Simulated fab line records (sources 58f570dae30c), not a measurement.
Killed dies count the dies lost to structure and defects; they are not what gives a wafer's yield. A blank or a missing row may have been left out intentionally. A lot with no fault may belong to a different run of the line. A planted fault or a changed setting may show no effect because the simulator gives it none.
Comparing a struck lot with a sound one || flow berkeley_cmos170 || 14 steps out of a route of 331
Sound: the wafers L491.2, L491.5, L491.6. Wafers L482.1, L482.4, L482.5 were the ones struck. The cause is given at the end.
Each step with rows lists, per side, the tool, then ch with its chambers, then its first start. Under that, the readings that differ: sound wafers || struck wafers || difference of the means || sigmas: that difference in standard deviations of wafers without a fault.
alike: same words and numbers on both sides, and readings whose means sit less than 2 such deviations apart. not compared: any withheld reading, any reading some wafer has no value for, any bound like >300 that may hide the same value, and any number with overlapping values for which the record gives no deviation.
Wherever a step has rows on one side only, a row that says differs or no value, or a row with sigmas, the two part there. Numbers that have no deviation but don't overlap get no sigmas and don't part them. Lack of a reading on every wafer of one side parts them only where that side has two or more wafers.

UCB170_FIELD_THK_MEAS_90:
  sound on film_metro-04, day 10 20:01; struck on film_metro-04, day 8 07:48
{"reading": "FIELD_OXIDE_LEFT_1_THK (nm)", "sound": "423 415 417", "struck": "450 452 454", "difference": "+34", "sigmas": "+3"}
then, 2 steps without rows for these wafers: UCB170_SACOX_CLEAN_00 (cleans in dHF, time 7.5 s); UCB170_SACOX_OXIDATION_01 (target thk 14.4 nm, ox time 2400 s).
UCB170_SACOX_THK_MEAS_02:
  sound on film_metro-02, day 11 00:59; struck on film_metro-03, day 8 14:21
  alike: SACOX_OXIDE_THK
then, 2 steps without rows for these wafers: UCB170_SCREENOX_WET_ETCH_00 (etches SiO2 in dHF, time 200 s); UCB170_SCREENOX_OXIDATION_01 (target thk 14.4 nm, ox time 2400 s).
UCB170_SCREENOX_THK_MEAS_02:
  sound on film_metro-04, day 11 08:17; struck on film_metro-04, day 8 20:28
{"reading": "SCREENOX_OXIDE_THK (nm)", "sound": "14.71 14.72 14.73", "struck": "13.93 13.88 14.13", "difference": -0.74, "sigmas": -3}
then, 5 steps without rows for these wafers: UCB170_SCREENOX_ANNEAL_03 (time 900 s); UCB170_NVT_HMDS_00 (prime time 60 s); UCB170_NVT_COAT_01 (resist thk 900 nm); UCB170_NVT_SOFTBAKE_02 (time 60 s); UCB170_NVT_EXPOSE_03 (exposes mask PWELL, target cd 3000 nm).
UCB170_NVT_PEB_04:
  struck on litho_track-04, day 9 03:45; sound on litho_track-01 ch 0, day 11 15:46
  no value came back on the struck wafers for chill_plate_temp_C (C), exhaust_pa (Pa); on the sound wafers chill_plate_temp_C (C) reads 22.96 22.82 22.77
then, 1 step without rows for these wafers: UCB170_NVT_DEVELOP_05 (develop time 45 s).

WHERE THEY PART
First at UCB170_FIELD_THK_MEAS_90; last, within this record, at UCB170_NVT_PEB_04.

WHY: what the simulator had put in
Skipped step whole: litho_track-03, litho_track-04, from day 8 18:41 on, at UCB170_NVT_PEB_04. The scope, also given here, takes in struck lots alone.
